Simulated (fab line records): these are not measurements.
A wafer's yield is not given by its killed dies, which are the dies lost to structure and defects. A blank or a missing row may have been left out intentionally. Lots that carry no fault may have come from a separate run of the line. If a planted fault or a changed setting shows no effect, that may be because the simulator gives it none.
Which tool is to blame? | flow rit cmos | Sampling: 12 lots, 36 wafers, 4 of 202 route steps

## WHAT THE GAUGES READ, wafer by wafer
RIT_NSD_OVL_MEAS_06. Usual: NSD_OVL 0.7 nm, standard deviation 1.3.
lot  | measured    | on         | NSD_OVL (nm)   | flag
L314 | day 3 04:25 | overlay-01 | -1.2 1.0 -0.2  |
L315 | day 3 07:07 | overlay-02 | -0.6 -0.9 -0.1 |
L316 | day 3 10:34 | overlay-02 | 1.9 2.3 1.3    |
L317 | day 3 14:23 | overlay-02 | 1.2 1.6 2.2    |
L323 | day 5 00:56 | overlay-02 | -1.5 -0.1 -1.5 |
L328 | day 6 04:03 | overlay-02 | 2.4 3.1 1.6    |
L330 | day 6 09:31 | overlay-01 | 3.0 2.6 2.8    |
L331 | day 6 19:30 | overlay-02 | 0.4 0.3 2.1    |
L332 | day 7 00:58 | overlay-01 | 1.0 1.5 0.4    |
L335 | day 7 20:01 | overlay-02 | 0.6 1.1 0.0    |
L337 | day 7 22:35 | overlay-02 | 1.0 1.5 1.2    |
L336 | day 7 22:50 | overlay-01 | 0.7 -0.3 1.7   |

RIT_SILICIDE_RS_MEAS_02: uses a four-point probe to measure. Usual: SILICIDE_TI_RS 46.0 ohm/sq, standard deviation 0.65.
lot  | measured    | on            | SILICIDE_TI_RS (ohm/sq) | flag
L314 | day 3 07:30 | film metro-01 | 46.7 47.1 46.6          |
L315 | day 3 10:23 | film metro-02 | 46.0 44.7 46.1          |
L316 | day 3 13:53 | film metro-04 | 47.0 45.9 46.3          |
L317 | day 3 17:40 | film metro-01 | 46.0 46.3 46.2          |
L323 | day 5 04:01 | film metro-01 | 49.5 45.1 45.2          |
L328 | day 6 07:12 | film metro-01 | 46.1 46.4 45.3          |
L330 | day 6 12:43 | film metro-01 | 46.1 45.1 45.5          |
L331 | day 6 22:37 | film metro-01 | 45.3 45.8 45.3          |
L332 | day 7 04:25 | film metro-02 | 44.9 46.5 45.2          |
L335 | day 7 23:07 | film metro-01 | 45.8 46.9 46.8          |
L337 | day 8 01:49 | film metro-02 | 45.7 45.7 44.9          |
L336 | day 8 02:03 | film metro-01 | 44.8 45.4 45.5          |

RIT_SILICIDE_THK_MEAS_03: measures by xrf. Usual: SILICIDE_TI_THK 30.7 nm, standard deviation 0.36.
lot  | measured    | on            | SILICIDE_TI_THK (nm) | flag
L314 | day 3 07:37 | film metro-01 | 30.3 30.1 30.3       |
L315 | day 3 10:29 | film metro-02 | 30.9 31.6 30.8       |
L316 | day 3 14:00 | film metro-04 | 30.1 30.7 30.4       |
L317 | day 3 17:46 | film metro-01 | 30.6 30.4 30.4       |
L323 | day 5 04:08 | film metro-01 | 28.9 31.1 31.0       |
L328 | day 6 07:17 | film metro-01 | 30.4 30.4 30.9       |
L330 | day 6 12:50 | film metro-01 | 30.5 31.2 30.8       |
L331 | day 6 22:43 | film metro-01 | 30.9 30.8 31.1       |
L332 | day 7 04:31 | film metro-02 | 31.4 30.7 31.4       |
L335 | day 7 23:14 | film metro-01 | 30.7 30.2 30.3       |
L337 | day 8 01:56 | film metro-02 | 31.0 31.3 31.6       |
L336 | day 8 02:10 | film metro-01 | 31.2 30.8 30.8       |

## WHAT TOOL EACH LOT RAN ON (gives the tool, then ch and the chambers of the sampled wafers, and finally the start)
lot  | RIT_SILICIDE_SPUTTER_01
L314 | pvd sputter-01, day 3 07:21
L315 | pvd sputter-04, day 3 10:12
L316 | pvd sputter-04, day 3 13:44
L317 | pvd sputter-02, day 3 17:29
L323 | pvd sputter-02, day 5 03:52
L328 | pvd sputter-01, day 6 06:59
L330 | pvd sputter-01, day 6 12:34
L331 | pvd sputter-04, day 6 22:26
L332 | pvd sputter-04, day 7 04:13
L335 | pvd sputter-01, day 7 22:58
L337 | pvd sputter-04, day 8 01:40
L336 | pvd sputter-01, day 8 01:53
- RIT_SILICIDE_SPUTTER_01: material Ti, target thk 30 nm, time 240 s.

## AS READ BY THE TOOLS THEMSELVES (means over the sampled wafers that have a number; for cases with no such wafer, the mark the record gives instead)
RIT_SILICIDE_SPUTTER_01. Usual: throttle valve pct reads 29.6 % (standard deviation 1.4).
lot  | tool           | throttle valve pct (%) | flag
L314 | pvd sputter-01 | 29.7                   |
L315 | pvd sputter-04 | 29.3                   |
L316 | pvd sputter-04 | 27.9                   |
L317 | pvd sputter-02 | 30.0                   |
L323 | pvd sputter-02 | 29.0                   |
L328 | pvd sputter-01 | 29.9                   |
L330 | pvd sputter-01 | 30.4                   |
L331 | pvd sputter-04 | 27.8                   |
L332 | pvd sputter-04 | 30.7                   |
L335 | pvd sputter-01 | 29.0                   |
L337 | pvd sputter-04 | 29.1                   |
L336 | pvd sputter-01 | 30.5                   |

## THE ANSWER, worked out from the rows above alone
Rule: a lot counts as off when the mean over its wafers that have a number is more than 3 standard deviations away from the usual mean. Also off: a lot with no number at a reading for which 4 or more lots have one. All remaining lots with rows at the step are treated as sound. The gauges are gone through in route order, then the tools' own readings, and for those a lot's mean is taken as printed above. At the first step where some lot is off, the reading lying furthest off is the one used; lots without a number count as furthest.
Across all readings shown, no lot is off: no conclusion can be drawn from this.

## WHAT THE SIMULATOR PUT IN
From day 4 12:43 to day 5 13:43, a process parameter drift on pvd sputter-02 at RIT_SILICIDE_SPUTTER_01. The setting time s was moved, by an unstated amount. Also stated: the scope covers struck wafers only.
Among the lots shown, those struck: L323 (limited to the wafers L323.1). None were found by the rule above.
